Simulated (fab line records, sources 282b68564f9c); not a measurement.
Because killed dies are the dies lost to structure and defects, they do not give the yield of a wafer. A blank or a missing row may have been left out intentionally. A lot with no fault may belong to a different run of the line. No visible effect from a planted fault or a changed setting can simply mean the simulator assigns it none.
Split-lot trial | flow rit cmos | 23 wafers read from 5 lots, route of 202 steps

== THE SPLIT ITSELF ==
At RIT_CONTACT_DEVELOP_07 (develop time 120 s), the setting develop time s was moved away from the recipe's 120 s on 7 of the 23 wafers read, by -7.6% to +14.8%. This setting was run at the recipe's value on the other wafers.

== FROM THE SPLIT TO THE READING: what the file shows between them, 4 steps ==
- RIT_CONTACT_CD_MEAS_08: target cd 1000 nm
- RIT_CONTACT_HARDBAKE_10: time 60 s
- RIT_CONTACT_ETCH_11: etches SiO2 in CHF3/CF4/Ar, stops on TiSi2, target depth 480 nm, time 320 s
- RIT_CONTACT_STRIP_12: strips in O2, time 180 s

== THE READING ==
cd nm at RIT_CONTACT_CD_MEAS_90, given in nm (cd target 1000 nm). On this fab line, fault-free wafers typically give 999.2 nm with a standard deviation of 2.1 nm.

wafer  | tool, chamber at the split | develop time s as run, s | against the recipe | cd nm, nm | against lot-mates on the recipe
L074.1 | litho track-03, 0          | 120                      | recipe             | 1001.1    | -
L074.2 | litho track-03, 0          | 129.1                    | +7.6%              | 1007.8    | +6.3
L074.4 | litho track-03, 0          | 129.1                    | +7.6%              | 1005.0    | +3.5
L074.5 | litho track-03, 0          | 120                      | recipe             | 1001.8    | -
L074.6 | litho track-03, 0          | 129.1                    | +7.6%              | 1005.8    | +4.3
L076.1 | litho track-04, 0          | 110.9                    | -7.6%              | 990.4     | -5.7
L076.2 | litho track-04, 0          | 120                      | recipe             | 997.3     | -
L076.3 | litho track-04, 0          | 120                      | recipe             | 995.0     | -
L076.4 | litho track-04, 0          | 120                      | recipe             | 996.1     | -
L076.6 | litho track-04, 0          | 110.9                    | -7.6%              | 988.6     | -7.5
L079.1 | litho track-01, 0          | 120                      | recipe             | 995.9     | -
L079.2 | litho track-01, 0          | 120                      | recipe             | 997.5     | -
L079.3 | litho track-01, 0          | 120                      | recipe             | 999.1     | -
L084.1 | litho track-04, 0          | 120                      | recipe             | 997.7     | -
L084.2 | litho track-04, 0          | 120                      | recipe             | 1001.0    | -
L084.3 | litho track-04, 0          | 120                      | recipe             | 1000.5    | -
L084.4 | litho track-04, 0          | 120                      | recipe             | 997.7     | -
L084.6 | litho track-04, 0          | 120                      | recipe             | 998.2     | -
L085.2 | litho track-03, 0          | 120                      | recipe             | 999.1     | -
L085.3 | litho track-03, 0          | 137.8                    | +14.8%             | 1012.5    | +12.1
L085.4 | litho track-03, 0          | 120                      | recipe             | 999.7     | -
L085.5 | litho track-03, 0          | 120                      | recipe             | 1002.3    | -
L085.6 | litho track-03, 0          | 137.8                    | +14.8%             | 1011.8    | +11.4

FIT RESULTS
A straight line over all 23 wafers: cd nm changes by +0.986 nm for each +1% of develop time s; r = +0.94; the points scatter about the line by 2 nm.
The same after taking each lot's own level away (the mean of its wafers on the recipe; 23 wafers): +0.777 nm for each +1%; r = +0.96; scatter 1.3 nm.
Per that fit: largest develop time s move, reading shift of 12 nm.
Measured against the standard deviation above, the lots' own levels, which go from 996.13 to 1001.45 nm, span 2.5 times it.
Hence the slope depends on the lot-to-lot level, as the two fits are not the same.
Check: +11 nm against its lot-mates is what the line predicts for one of the wafers moved furthest among these (+14.8%) when that wafer is left out of the fit. It came out at +12.1 nm against them.

== THESE WAFERS: OTHER SPLITS ==
Before the reading, these wafers also passed through other splits. Each is held against what the fit with the lots' levels taken away leaves over:
other split on the same wafers | wafers away from the commonest value | r with cd nm (lot level and that fit taken away)
RIT_SPACER_CVD_03 time s       | 10                                   | -0.08
RIT_NSD_COAT_01 spin rpm       | 7                                    | -0.13
RIT_SILICIDE_SPUTTER_01 time s | 10                                   | +0.06
RIT_CONTACT_CVD_00 time s      | 9                                    | +0.13

== THE WHOLE CHAIN: every reading that the file lists as answering this split, in the file's order ==
step                   | what it does                                                                | reading                                                        | change (the file's fit)               | r (the file's)
RIT_CONTACT_CD_MEAS_08 | target cd 1000 nm                                                           | cd nm                                                          | +0.743 nm for each +1% of the setting | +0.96
RIT_CONTACT_ETCH_11    | etches SiO2 in CHF3/CF4/Ar, stops on TiSi2, target depth 480 nm, time 320 s | CONTACT.cd nm (the simulator's own value, which no gauge read) | +0.773 nm for each +1% of the setting | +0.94
RIT_CONTACT_CD_MEAS_90 | target cd 1000 nm                                                           | cd nm                                                          | +0.779 nm for each +1% of the setting | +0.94

== THE FILE'S OWN FIT ==
cd nm changes by +0.779 nm for each +1% of develop time s, r = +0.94.
